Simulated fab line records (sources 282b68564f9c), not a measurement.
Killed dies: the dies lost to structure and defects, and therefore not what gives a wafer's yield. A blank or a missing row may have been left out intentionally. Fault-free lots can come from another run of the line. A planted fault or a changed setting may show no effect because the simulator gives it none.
A lot that was struck, set against a sound lot :: flow rit-cmos :: 10 out of 202 route steps
Sound: wafers L792.3, L792.4, L792.6. Wafers L796.2, L796.3, L796.4 were the ones struck. Last of all comes the cause.
Order at every step that has rows: each side's tool, ch and its chambers, its first start. Under that, the readings that differ: sound wafers :: struck wafers :: difference of the means :: sigmas: that difference in standard deviations of wafers without a fault.
alike: readings whose means differ by less than 2 such deviations, and words and numbers that are the same on both sides. not compared: withheld readings, readings that some wafer has no value for, bounds like >300 that may hide the same value, and numbers for which the record gives no deviation and whose values overlap.
Wherever a step has rows on one side only, a row that says differs or no value, or a row with sigmas, the two part there. When numbers do not overlap yet have no deviation, they are printed without sigmas and do not part them. A reading missing from all wafers of one side parts the sides only when that side holds two or more wafers.

RIT_ACTIVE_BOW_MEAS_00:
  sound on film-metro-01 at day 2 21:02; struck on film-metro-02 at day 3 17:01
  alike: INCOMING_BOW
then, 1 step without rows for these wafers: RIT_ACTIVE_OXIDATION_01 (target thk 46.8 nm, ox time 3360 s).
RIT_ACTIVE_THK_MEAS_02:
  sound on film-metro-02 at day 2 23:42; struck on film-metro-01 at day 3 19:08
  alike: ACTIVE_OXIDE_THK
then, 1 step without rows for these wafers: RIT_ACTIVE_CVD_03 (deposits Si3N4 from SiH2Cl2/NH3, target thk 150 nm, time 1500 s).
RIT_ACTIVE_THK_MEAS_04:
  sound on film-metro-04 at day 3 01:43; struck on film-metro-04 at day 3 20:59
  alike: ACTIVE_NITRIDE_THK
then, 3 steps without rows for these wafers: RIT_ACTIVE_HMDS_05 (prime time 60 s); RIT_ACTIVE_COAT_06 (resist thk 1000 nm); RIT_ACTIVE_SOFTBAKE_07 (time 60 s).
RIT_ACTIVE_EXPOSE_08: exposes mask M1, target cd 1400 nm.
  sound on iline-stepper-02 ch 0, day 3 02:22; struck on iline-stepper-01, day 3 21:31
  no value came back on the struck wafers for exposure-dose-mJ-cm2, focus-offset-nm (nm); on the sound wafers exposure-dose-mJ-cm2 reads 222.97 223.23 223.06
  alike: mask
after that, 1 step had no rows for these wafers: RIT_ACTIVE_PEB_09.

## WHERE THEY PART
Only at RIT_ACTIVE_EXPOSE_08, within this record.

WHY: what had been put in by the simulator
Step skipped in full: iline-stepper-01, at RIT_ACTIVE_EXPOSE_08, from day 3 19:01 onward. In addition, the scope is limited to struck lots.
